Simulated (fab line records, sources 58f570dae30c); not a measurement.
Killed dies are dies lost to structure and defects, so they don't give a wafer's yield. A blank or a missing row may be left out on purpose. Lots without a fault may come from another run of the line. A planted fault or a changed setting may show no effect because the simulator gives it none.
Problem report in the 8D (eight disciplines) form, filled by code | flow berkeley_cmos170 | the parts of the form that need people (team, actions taken, sign-off) are left out

1. THE PROBLEM
M3_AL_RS at UCB170_M3_RS_MEAS_02 reads a mean of 0.0404 ohm/sq on 2 wafers of 2 lots; wafers without a fault read 0.0323 ohm/sq with a standard deviation of 0.00037. That is +22 standard deviations from the usual mean.
The step: measures by four-point-probe.
First seen on wafer L244.6, day 10 07:40, on film_metro-02. The record holds 42 wafers of 14 lots with a number at this step. Rule for "out", or "out of limits": more than 4 standard deviations from the usual mean. The other wafers with a number count as sound.

2. WHAT IT IS AND WHAT IT IS NOT
question                    | is                | is not
which readings at this step | M3_AL_RS          | -
which lots                  | L244, L245        | L232, L233, L234, L235, L236, L237, L239, L240, L249, L251, L252, L254
which wafers of those lots  | L244.6, L245.6    | L244.2, L244.3, L245.3, L245.5
read on which gauges        | film_metro-02     | film_metro-01, film_metro-03
when                        | from day 10 07:40 | up to then (26 sound wafers); but 14 sound wafers of L245, L249, L251, L252, L254 came after

3. SUSPECTS, AND WHAT RULES EACH OUT
Counting: a tool at a process step up to the reading stays a suspect if it ran every lot that is out. Sound lots after the first of them don't rule it out here, since some wafers of a struck lot are sound.
- the gauge at UCB170_M3_RS_MEAS_02: ruled out. All the wafers that are out were read on film_metro-02, but those of them that UCB170_M3_METAL_ETCH_18 has rows for are out there too, on other tools.
- pvd_sputter-03 at UCB170_M3_SPUTTER_01 (material Al, target thk 900 nm, time 120 s): kept. It ran every lot that is out, first L244 (day 10 07:34); its last sound lot up to then is L239 (day 8 14:53).
Left after counting: pvd_sputter-03 at UCB170_M3_SPUTTER_01.

4. THE CAUSE (what the simulator had put in)
Site profile drift: pvd_sputter-03, from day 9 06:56 on, at UCB170_M3_SPUTTER_01. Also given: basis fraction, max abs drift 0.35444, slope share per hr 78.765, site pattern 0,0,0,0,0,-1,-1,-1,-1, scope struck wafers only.
Counting left only this tool.

5. THE CHAIN OF EFFECTS, in route order
Each row: a reading whose mean over the struck wafers that have a number lies more than 3 standard deviations from the usual. Only readings for which the record gives a usual standard deviation are gone through. hours: the time from each lot's start at the first step in this table that gives one to its start at this step, as a median over the lots. sigmas: the change in usual standard deviations.
hours | step                    | reading        | usual         | on struck wafers | change  | sigmas
0     | UCB170_M3_RS_MEAS_02    | M3_AL_RS       | 0.0323 ohm/sq | 0.0404           | +0.0081 | +22
0     | UCB170_M3_THK_MEAS_03   | M3_AL_THK      | 909 nm        | 762              | -148    | -13
3     | UCB170_M3_METAL_ETCH_18 | oes_product_au | 0.854 a.u.    | 0.770            | -0.084  | -7.0
The process steps in it:
- UCB170_M3_METAL_ETCH_18: etches Al in Cl2/BCl3, stops on SiO2, target depth 1170 nm, time 195 s.

6. WHAT WOULD HAVE CAUGHT IT SOONER
In this record the first reading out of limits at a measuring or inspecting step was taken at day 10 07:40, 25 hours after the fault began at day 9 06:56.
Of the tool readings at UCB170_M3_SPUTTER_01 for which the record gives a usual standard deviation, none was out on any struck wafer, so an alarm limit of 4 standard deviations on them would not have fired.
Of the lots that are out (2), L245 began UCB170_M3_SPUTTER_01 on pvd_sputter-03 after day 10 07:40. A hold on the tool at that time would have spared it.
